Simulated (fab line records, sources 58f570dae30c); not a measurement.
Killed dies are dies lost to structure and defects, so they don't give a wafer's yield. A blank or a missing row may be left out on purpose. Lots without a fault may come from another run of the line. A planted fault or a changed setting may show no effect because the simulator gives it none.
Split-lot experiment | flow berkeley_cmos170 | 5 lots, 23 wafers read, on a route of 331 steps

THE SPLIT
At UCB170_PSD_IMPLANT_08, the setting energy_kev was moved away from the recipe's 20 on 6 of the 23 wafers read, by -5.9% to -1.6%. The other wafers ran this setting at the recipe's value.

The reading is taken at the split's own step.

THE READING
implant.drp_nm (the simulator's own value, which no gauge read), in nm, at UCB170_PSD_IMPLANT_08. The file gives no usual value for it.

wafer  | tool, chamber at the split | energy_kev as run | against the recipe | implant.drp_nm, nm | against lot-mates on the recipe
L077.1 | implanter-03, 0            | 20                | recipe             | 28.34              | -
L077.4 | implanter-03, 0            | 20                | recipe             | 28.34              | -
L077.6 | implanter-03, 0            | 20                | recipe             | 28.34              | -
L077.2 | implanter-03, 0            | 19.67             | -1.6%              | 28.01              | -0.33
L077.5 | implanter-03, 0            | 19.67             | -1.6%              | 28.01              | -0.33
L081.1 | implanter-01, 0            | 20                | recipe             | 28.34              | -
L081.2 | implanter-01, 0            | 20                | recipe             | 28.34              | -
L081.6 | implanter-01, 0            | 20                | recipe             | 28.34              | -
L085.1 | implanter-03, 0            | 20                | recipe             | 28.34              | -
L085.2 | implanter-03, 0            | 20                | recipe             | 28.34              | -
L085.4 | implanter-03, 0            | 20                | recipe             | 28.34              | -
L085.5 | implanter-03, 0            | 20                | recipe             | 28.34              | -
L085.6 | implanter-03, 0            | 20                | recipe             | 28.34              | -
L084.1 | implanter-01, 0            | 20                | recipe             | 28.34              | -
L084.3 | implanter-01, 0            | 20                | recipe             | 28.34              | -
L084.5 | implanter-01, 0            | 20                | recipe             | 28.34              | -
L084.4 | implanter-01, 0            | 19.41             | -2.9%              | 27.75              | -0.59
L084.6 | implanter-01, 0            | 19.41             | -2.9%              | 27.75              | -0.59
L082.1 | implanter-03, 0            | 20                | recipe             | 28.34              | -
L082.4 | implanter-03, 0            | 20                | recipe             | 28.34              | -
L082.6 | implanter-03, 0            | 20                | recipe             | 28.34              | -
L082.2 | implanter-03, 0            | 18.83             | -5.9%              | 27.16              | -1.18
L082.5 | implanter-03, 0            | 18.83             | -5.9%              | 27.16              | -1.18

THE FIT
A straight line over all 23 wafers: implant.drp_nm changes by +0.201 nm for each +1% of energy_kev; r = +1.00; the points scatter about the line by 0.0015 nm.
The same after taking each lot's own level away (the mean of its wafers on the recipe; 23 wafers): +0.201 nm for each +1%; r = +1.00; scatter 0.0015 nm.
On that fit, the largest move of energy_kev shifts the reading by 1.2 nm.
The lots' own levels span 28.340 to 28.340 nm.
So the lot-to-lot level changes the slope little: the two slopes agree.
Check: with one of the wafers moved furthest among these (-5.9%) left out of the fit, the line predicts -1.18 nm for it against its lot-mates. It came out at -1.18 nm against them.

OTHER SPLITS ON THESE WAFERS
These wafers also went through other splits before the reading. Each is held against what the fit with the lots' levels taken away leaves over:
other split on the same wafers      | wafers away from the commonest value | r with implant.drp_nm (lot level and that fit taken away)
UCB170_START_OXIDATION_02 ox_time_s | 10                                   | +0.23
UCB170_NWELL_IMPLANT_14 energy_kev  | 5                                    | +0.37
UCB170_PWELL_CVD_05 time_s          | 18                                   | -0.41
UCB170_PVT_COAT_01 resist_thk_nm    | 7                                    | +0.40
UCB170_PLDD_COAT_01 resist_thk_nm   | 6                                    | -0.12
UCB170_PLDD_IMPLANT_08 dose_cm2     | 8                                    | -0.15
UCB170_NLDD_EXPOSE_03 dose_mj       | 7                                    | +0.23

THE WHOLE CHAIN: every reading that the file lists as answering this split, in the file's order
step                  | what it does | reading                                                         | change (the file's fit)               | r (the file's)
UCB170_PSD_IMPLANT_08 |              | implant.rp_nm (the simulator's own value, which no gauge read)  | +0.644 nm for each +1% of the setting | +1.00
UCB170_PSD_IMPLANT_08 |              | implant.drp_nm (the simulator's own value, which no gauge read) | +0.2 nm for each +1% of the setting   | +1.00
UCB170_PSD_STRIP_09   | strips in O2 | strip_time_to_endpoint_s                                        | withheld for each +1% of the setting  | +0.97

THE FILE'S OWN FIT
implant.drp_nm changes by +0.2 nm for each +1% of energy_kev, r = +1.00.
